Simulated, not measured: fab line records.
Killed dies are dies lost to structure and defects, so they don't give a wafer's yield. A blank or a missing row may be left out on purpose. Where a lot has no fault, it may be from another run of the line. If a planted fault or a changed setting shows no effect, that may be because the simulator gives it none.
2 desks, one fault -- flow berkeley_cmos170 -- every desk sees just its own numbers, and what lay behind them comes last

## THE METROLOGY DESK
Lot by lot, what the gauges showed, no matter which tool ran the lot: averages of those sampled wafers that carry a number. If a lot's mean is further than 4 standard deviations from the usual mean, the lot is out of limits and carries the mark OUT (the distance appears in the brackets).
Columns: A = PWELL_NITRIDE_THK at UCB170_PWELL_THK_MEAS_06, usual 220.0 nm; B = ACTIVE_OXIDE_THK at UCB170_ACTIVE_THK_MEAS_03, usual 26.3 nm
lot,first seen here,A,B
L648,day 3 05:47,217.6,25.8
L649,day 3 12:56,220.9,26.9
L652,day 4 05:42,217.9,27.4
L653,day 4 14:08,221.8,26.3
L656,day 4 14:08,225.1,26.3
L654,day 4 14:08,221.7,25.9
L655,day 4 14:11,219.9,25.7
L657,day 4 23:17,218.1,26.9
L659,day 5 11:28,220.1,26.7
L660,day 5 18:44,217.1,26.4
L662,day 6 03:01,219.7,26.4
L665,day 7 02:02,222.3,26.0
L668,day 7 09:54,218.7,25.9
This desk found nothing out of limits on any of the 13 lots.

## DESK OF THE TOOL OWNER: rie_diel-01
The tool's own readings at UCB170_NWELL_ETCH_13 (etches Si3N4 in CH3F/Ar/O2, stops on SiO2, target depth 246.4 nm, time 154 s): means of the sampled wafers that have a number, for each lot that ran on this tool. If a lot's mean is further than 4 standard deviations from the usual mean, the lot is out of limits and carries the mark OUT (the distance appears in the brackets).
Columns: A = drypump_motor_current_A at UCB170_NWELL_ETCH_13, usual 5.7 A; B = mfc_ar_sccm at UCB170_NWELL_ETCH_13, usual 50.03 sccm; C = oes_product_au at UCB170_NWELL_ETCH_13, usual 0.939 a.u.; D = rf_fwd_power_W at UCB170_NWELL_ETCH_13, usual 447.9 W; E = throttle_valve_pct at UCB170_NWELL_ETCH_13, usual 8.02 %
lot,first seen here,A,B,C,D,E
L649,day 2 19:03,5.5,50.04,0.947,448.5,8.13
L653,day 3 18:39,5.4,49.90,0.934,447.9,8.06
L655,day 3 23:24,5.5,49.97,0.922,448.4,8.12
L656,day 4 02:22,5.7,49.95,0.934,448.2,8.26
L657,day 4 09:36,5.2,50.06,0.956,447.9,7.92
L659,day 4 21:56,5.4,50.00,0.956,449.2,8.06
L660,day 5 02:44,5.1,49.89,0.935,448.2,8.05
L668,day 6 16:22,5.6,49.91,0.937,448.5,7.98
This desk found nothing out of limits on any of the 8 lots.

## PUT TOGETHER
Nothing out of limits was seen by the metrology desk.
The tool owner's desk saw nothing out of limits.

## WHAT THE SIMULATOR HAD INSERTED
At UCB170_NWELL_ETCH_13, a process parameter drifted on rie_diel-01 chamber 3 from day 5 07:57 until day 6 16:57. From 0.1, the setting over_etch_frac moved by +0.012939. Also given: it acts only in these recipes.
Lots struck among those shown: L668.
